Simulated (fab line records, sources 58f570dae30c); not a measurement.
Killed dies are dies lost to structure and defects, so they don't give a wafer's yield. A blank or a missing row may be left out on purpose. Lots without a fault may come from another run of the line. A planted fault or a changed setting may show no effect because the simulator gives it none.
A struck lot beside a sound one | flow berkeley_cmos170 | 14 steps out of a route of 331
Sound: wafers L980.4, L980.5, L980.6. Struck: wafers L971.2, L971.3, L971.6. The cause comes at the end.
At each step with rows: each side's tool, then ch and its chambers, then its first start. Under that, the readings that differ: sound wafers | struck wafers | difference of the means | sigmas: that difference in standard deviations of wafers without a fault.
alike: readings whose means differ by less than 2 such deviations, and words and numbers that are the same on both sides. not compared: withheld readings, readings that some wafer has no value for, bounds like >300 that may hide the same value, and numbers for which the record gives no deviation and whose values overlap.
The two part at a step that has a row with sigmas, a row that says differs or no value, or rows on one side only. Numbers that don't overlap but have no deviation are shown without sigmas and don't part them. A reading that every wafer of one side lacks parts them only if that side has two wafers or more.

first, 2 steps without rows for these wafers: UCB170_NWELL_ANNEAL_03 (time 900 s); UCB170_NWELL_CVD_04 (deposits Si3N4 from SiH2Cl2/NH3, target thk 224 nm, time 3360 s).
UCB170_NWELL_THK_MEAS_05:
  sound on film_metro-04, day 5 02:31; struck on film_metro-02, day 3 06:11
  reading                | sound             | struck            | difference | sigmas
  NWELL_NITRIDE_THK (nm) | 219.5 219.8 221.1 | 225.0 225.2 225.3 | +5.0       | +2
then, 6 steps without rows for these wafers: UCB170_NWELL_HMDS_06 (prime time 60 s); UCB170_NWELL_COAT_07 (resist thk 900 nm); UCB170_NWELL_SOFTBAKE_08 (time 60 s); UCB170_NWELL_EXPOSE_09 (exposes mask NWELL, target cd 3000 nm); UCB170_NWELL_PEB_10; UCB170_NWELL_DEVELOP_11 (develop time 45 s).
UCB170_NWELL_OVL_MEAS_12:
  sound on overlay-02, day 5 04:45; struck on overlay-02, day 3 07:25
  alike: NWELL_OVL
UCB170_NWELL_ETCH_13: etches Si3N4 in CH3F/Ar/O2, stops on SiO2, target depth 246.4 nm, time 154 s.
  sound on rie_diel-03 ch 0,3, day 5 04:46; struck on rie_diel-03 ch 0,1,2, day 3 07:26
  alike: drypump_motor_current_A, oes_product_au, throttle_valve_pct
  not compared: rf_hours_counter_h
then, 1 step without rows for these wafers: UCB170_NWELL_IMPLANT_14.
UCB170_NWELL_STRIP_15: strips in O2.
  sound on plasma_asher-02 ch 0,1, day 5 05:03; struck on plasma_asher-03 ch 0,1, day 3 07:43
  no value came back on the struck wafers for chamber_pressure_mTorr (mTorr), drypump_motor_current_A (A), oes_product_au (a.u.), strip_time_to_endpoint_s (s); on the sound wafers chamber_pressure_mTorr (mTorr) reads 3498 3504 3502
  reading                                | sound | struck          | difference | sigmas
  model.KrF_of_NWELL_COAT_07.thk_nm (nm) | 0 0 0 | 723.7 722.9 725 | +723.9     |
  not compared: rf_hours_counter_h
UCB170_NWELL_TW_MEAS_16:
  sound on film_metro-04, day 5 05:09; struck on film_metro-01, day 3 07:49
  alike: NWELL_TW

WHERE THEY PART
First at UCB170_NWELL_THK_MEAS_05; last, within this record, at UCB170_NWELL_STRIP_15. Later steps at which nothing parts them and some readings are alike: UCB170_NWELL_TW_MEAS_16.

WHY: what the simulator had put in
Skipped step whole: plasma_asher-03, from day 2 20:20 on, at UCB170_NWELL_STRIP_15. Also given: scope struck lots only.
